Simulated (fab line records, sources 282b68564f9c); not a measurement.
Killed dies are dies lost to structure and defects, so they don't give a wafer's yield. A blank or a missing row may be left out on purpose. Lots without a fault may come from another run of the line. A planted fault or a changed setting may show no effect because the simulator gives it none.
A struck lot beside a sound one | flow rit_cmos | 16 steps out of a route of 202
Sound: wafers L449.2, L449.4, L449.5. Struck: wafers L461.3, L461.4, L461.6. The cause comes at the end.
At each step with rows: each side's tool, then ch and its chambers, then its first start. Under that, the readings that differ: sound wafers | struck wafers | difference of the means | sigmas: that difference in standard deviations of wafers without a fault.
alike: readings whose means differ by less than 2 such deviations, and words and numbers that are the same on both sides. not compared: withheld readings, readings that some wafer has no value for, bounds like >300 that may hide the same value, and numbers for which the record gives no deviation and whose values overlap.
The two part at a step that has a row with sigmas, a row that says differs or no value, or rows on one side only. Numbers that don't overlap but have no deviation are shown without sigmas and don't part them. A reading that every wafer of one side lacks parts them only if that side has two wafers or more.

RIT_ACTIVE_BOW_MEAS_00:
  sound on film_metro-02, day 2 01:01; struck on film_metro-03, day 4 13:02
  alike: INCOMING_BOW
then, 1 step without rows for these wafers: RIT_ACTIVE_OXIDATION_01 (target thk 46.8 nm, ox time 3360 s).
RIT_ACTIVE_THK_MEAS_02:
  sound on film_metro-01, day 2 03:04; struck on film_metro-01, day 4 16:03
  alike: ACTIVE_OXIDE_THK
then, 1 step without rows for these wafers: RIT_ACTIVE_CVD_03 (deposits Si3N4 from SiH2Cl2/NH3, target thk 150 nm, time 1500 s).
RIT_ACTIVE_THK_MEAS_04:
  sound on film_metro-02, day 2 04:32; struck on film_metro-03, day 4 17:31
  alike: ACTIVE_NITRIDE_THK
then, 3 steps without rows for these wafers: RIT_ACTIVE_HMDS_05 (prime time 60 s); RIT_ACTIVE_COAT_06 (resist thk 980.1 nm); RIT_ACTIVE_SOFTBAKE_07 (time 60 s).
RIT_ACTIVE_EXPOSE_08: exposes mask M1, target cd 1400 nm.
  sound on iline_stepper-02 ch 0, day 2 05:05; struck on iline_stepper-02 ch 0, day 4 18:11
  reading | sound          | struck                  | difference | sigmas
  mask    | M1#0 M1#0 M1#0 | M1_R1#0 M1_R1#0 M1_R1#0 | differs    |
then, 1 step without rows for these wafers: RIT_ACTIVE_PEB_09.
RIT_ACTIVE_DEVELOP_10: develop time 50 s.
  sound on litho_track-01 ch 0; struck on litho_track-01 ch 0
  reading                 | sound          | struck         | difference | sigmas
  model.ACTIVE.cd_nm (nm) | 1400 1402 1401 | 1553 1553 1549 | +151       |
  alike: resist_line_temp_C
RIT_ACTIVE_CD_MEAS_11: target cd 1400 nm.
  sound on cd_sem-01, day 2 05:29; struck on cd_sem-01, day 4 18:35
  reading    | sound                | struck               | difference | sigmas
  cd_nm (nm) | 1399.7 1401.7 1400.8 | 1553.2 1552.7 1549.4 | +151.0     | +79
then, 1 step without rows for these wafers: RIT_ACTIVE_HARDBAKE_12 (time 60 s).
RIT_ACTIVE_ETCH_13: etches Si3N4 in SF6, stops on SiO2, time 210 s, target depth 210 nm.
  sound on rie_diel-04 ch 1,3, day 2 05:44; struck on rie_diel-02 ch 0,2,3, day 4 18:56
  reading                 | sound          | struck         | difference | sigmas
  model.ACTIVE.cd_nm (nm) | 1400 1402 1401 | 1553 1553 1549 | +151       |
  alike: drypump_motor_current_A, oes_product_au, throttle_valve_pct
  not compared: rf_hours_counter_h
RIT_ACTIVE_STRIP_14: strips in O2, time 180 s.
  sound on plasma_asher-04 ch 0,1, day 2 05:52; struck on plasma_asher-02 ch 0,1, day 4 19:08
  alike: drypump_motor_current_A
  not compared: rf_hours_counter_h
RIT_M1_PROBE_99:
  sound on prober-01, day 4 01:29; struck on prober-01, day 6 15:07
  reading                             | sound               | struck               | difference | sigmas
  model.etest.nplus_sal.width_nm (nm) | 3463 3486 3469      | 3596 3589 3591       | +119       |
  model.etest.pplus_sal.width_nm (nm) | 3465 3495 3449      | 3593 3585 3576       | +115       |
  model.etest.nldd.width_nm (nm)      | 3173 3200 3178      | 3295 3300 3304       | +116       |
  model.etest.pldd.width_nm (nm)      | 3200 3196 3195      | 3300 3285 3283       | +92        |
  model.etest.nmos_narrow.drive_ua_um | 211.2 209.5 214.3   | 244.8 249.8 244.4    | +34.7      |
  model.etest.pmos_narrow.drive_ua_um | 99.94 99.82 101.6   | 106.6 108 104.9      | +6.0       |
  model.etest.field_p.vt_v (V)        | -13.1 -13.05 -13.02 | -13.48 -13.35 -13.35 | -0.34      |
  not compared: model.etest.field_p_metal.vt_v

WHERE THEY PART
First at RIT_ACTIVE_EXPOSE_08; last, within this record, at RIT_ACTIVE_CD_MEAS_11. Later steps at which nothing parts them and some readings are alike: RIT_ACTIVE_ETCH_13, RIT_ACTIVE_STRIP_14.

WHY: what the simulator had put in
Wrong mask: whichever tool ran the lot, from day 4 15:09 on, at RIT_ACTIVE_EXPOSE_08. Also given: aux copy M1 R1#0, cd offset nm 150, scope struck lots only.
